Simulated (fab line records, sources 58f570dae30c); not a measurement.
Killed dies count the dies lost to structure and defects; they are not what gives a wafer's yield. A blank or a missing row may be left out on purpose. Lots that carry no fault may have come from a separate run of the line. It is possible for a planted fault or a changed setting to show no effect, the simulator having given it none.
Split-lot experiment / flow berkeleyCmos170 / 5 lots, 23 wafers read, on a route of 331 steps

== THE SPLIT ITSELF ==
At UCB170_ZERO_COAT_01 (resist thk 900 nm), the setting resistThkNm was moved away from the recipe's 900 nm on 5 of the 23 wafers read, by +3.6% to +4.5%. All remaining wafers had this setting at the recipe value.

The reading comes from the split's own step.

== THE READING ==
KrF_of_ZERO_COAT_01.thkNm (the simulator's own value, which no gauge read), in nm, at UCB170_ZERO_COAT_01 (resist thk 900 nm). The file gives no usual value for it. Across the 18 wafers here that went through the recipe, the average is 900.5 nm and the standard deviation 1.5 nm.

wafer=L074.1; tool, chamber at the split=lithoTrack-01, 0; resistThkNm as run, nm=900; against the recipe=recipe; KrF_of_ZERO_COAT_01.thkNm, nm=902.3; against lot-mates on the recipe=-
wafer=L074.2; tool, chamber at the split=lithoTrack-01, 0; resistThkNm as run, nm=900; against the recipe=recipe; KrF_of_ZERO_COAT_01.thkNm, nm=903; against lot-mates on the recipe=-
wafer=L074.4; tool, chamber at the split=lithoTrack-01, 0; resistThkNm as run, nm=900; against the recipe=recipe; KrF_of_ZERO_COAT_01.thkNm, nm=901.2; against lot-mates on the recipe=-
wafer=L074.5; tool, chamber at the split=lithoTrack-01, 0; resistThkNm as run, nm=900; against the recipe=recipe; KrF_of_ZERO_COAT_01.thkNm, nm=901.2; against lot-mates on the recipe=-
wafer=L074.6; tool, chamber at the split=lithoTrack-01, 0; resistThkNm as run, nm=900; against the recipe=recipe; KrF_of_ZERO_COAT_01.thkNm, nm=900.2; against lot-mates on the recipe=-
wafer=L076.1; tool, chamber at the split=lithoTrack-03, 0; resistThkNm as run, nm=900; against the recipe=recipe; KrF_of_ZERO_COAT_01.thkNm, nm=900.2; against lot-mates on the recipe=-
wafer=L076.2; tool, chamber at the split=lithoTrack-03, 0; resistThkNm as run, nm=900; against the recipe=recipe; KrF_of_ZERO_COAT_01.thkNm, nm=900.7; against lot-mates on the recipe=-
wafer=L076.4; tool, chamber at the split=lithoTrack-03, 0; resistThkNm as run, nm=900; against the recipe=recipe; KrF_of_ZERO_COAT_01.thkNm, nm=899.8; against lot-mates on the recipe=-
wafer=L077.1; tool, chamber at the split=lithoTrack-01, 0; resistThkNm as run, nm=900; against the recipe=recipe; KrF_of_ZERO_COAT_01.thkNm, nm=901.6; against lot-mates on the recipe=-
wafer=L077.3; tool, chamber at the split=lithoTrack-01, 0; resistThkNm as run, nm=900; against the recipe=recipe; KrF_of_ZERO_COAT_01.thkNm, nm=898.8; against lot-mates on the recipe=-
wafer=L077.4; tool, chamber at the split=lithoTrack-01, 0; resistThkNm as run, nm=900; against the recipe=recipe; KrF_of_ZERO_COAT_01.thkNm, nm=902.9; against lot-mates on the recipe=-
wafer=L077.5; tool, chamber at the split=lithoTrack-01, 0; resistThkNm as run, nm=900; against the recipe=recipe; KrF_of_ZERO_COAT_01.thkNm, nm=901; against lot-mates on the recipe=-
wafer=L077.6; tool, chamber at the split=lithoTrack-01, 0; resistThkNm as run, nm=900; against the recipe=recipe; KrF_of_ZERO_COAT_01.thkNm, nm=899.7; against lot-mates on the recipe=-
wafer=L078.1; tool, chamber at the split=lithoTrack-01, 0; resistThkNm as run, nm=940.5; against the recipe=+4.5%; KrF_of_ZERO_COAT_01.thkNm, nm=940.3; against lot-mates on the recipe=+39.3
wafer=L078.2; tool, chamber at the split=lithoTrack-01, 0; resistThkNm as run, nm=940.5; against the recipe=+4.5%; KrF_of_ZERO_COAT_01.thkNm, nm=944.5; against lot-mates on the recipe=+43.5
wafer=L078.4; tool, chamber at the split=lithoTrack-01, 0; resistThkNm as run, nm=900; against the recipe=recipe; KrF_of_ZERO_COAT_01.thkNm, nm=901.6; against lot-mates on the recipe=-
wafer=L078.5; tool, chamber at the split=lithoTrack-01, 0; resistThkNm as run, nm=900; against the recipe=recipe; KrF_of_ZERO_COAT_01.thkNm, nm=900.4; against lot-mates on the recipe=-
wafer=L078.6; tool, chamber at the split=lithoTrack-01, 0; resistThkNm as run, nm=940.5; against the recipe=+4.5%; KrF_of_ZERO_COAT_01.thkNm, nm=942.7; against lot-mates on the recipe=+41.7
wafer=L082.1; tool, chamber at the split=lithoTrack-01, 0; resistThkNm as run, nm=900; against the recipe=recipe; KrF_of_ZERO_COAT_01.thkNm, nm=897.1; against lot-mates on the recipe=-
wafer=L082.2; tool, chamber at the split=lithoTrack-01, 0; resistThkNm as run, nm=900; against the recipe=recipe; KrF_of_ZERO_COAT_01.thkNm, nm=897.7; against lot-mates on the recipe=-
wafer=L082.4; tool, chamber at the split=lithoTrack-01, 0; resistThkNm as run, nm=900; against the recipe=recipe; KrF_of_ZERO_COAT_01.thkNm, nm=900.2; against lot-mates on the recipe=-
wafer=L082.5; tool, chamber at the split=lithoTrack-01, 0; resistThkNm as run, nm=932; against the recipe=+3.6%; KrF_of_ZERO_COAT_01.thkNm, nm=931.5; against lot-mates on the recipe=+33.2
wafer=L082.6; tool, chamber at the split=lithoTrack-01, 0; resistThkNm as run, nm=932; against the recipe=+3.6%; KrF_of_ZERO_COAT_01.thkNm, nm=930.2; against lot-mates on the recipe=+31.9

FIT RESULTS
A straight line over all 23 wafers: KrF_of_ZERO_COAT_01.thkNm changes by +9.1 nm for each +1% of resistThkNm; r = +0.99; the points scatter about the line by 1.7 nm.
The same after taking each lot's own level away (the mean of its wafers on the recipe; 23 wafers): +9.2 nm for each +1%; r = +1.00; scatter 1.2 nm.
According to that fit, moving resistThkNm by its largest amount changes the reading by 41 nm.
From 898.33 to 901.58 nm: that is the span of the lots' own levels, equal to 2.1 times the standard deviation above.
The two slopes are in agreement: the lot-to-lot level therefore moves the slope only a little.
Check: with one of the wafers moved furthest among these (+4.5%) left out of the fit, the line predicts +42 nm for it against its lot-mates. Against them it came out at +39.3 nm.

== THE WHOLE CHAIN: every reading that the file lists as answering this split, in the file's order ==
step=UCB170_ZERO_COAT_01; what it does=resist thk 900 nm; reading=KrF_of_ZERO_COAT_01.thkNm (the simulator's own value, which no gauge read); change (the file's fit)=+9.19 nm for each +1% of the setting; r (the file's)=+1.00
step=UCB170_ZERO_STRIP_07; what it does=strips in O2; reading=stripTimeToEndpointS; change (the file's fit)=withheld for each +1% of the setting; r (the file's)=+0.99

== FILE'S OWN FIT ==
KrF_of_ZERO_COAT_01.thkNm changes by +9.19 nm for each +1% of resistThkNm, r = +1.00.
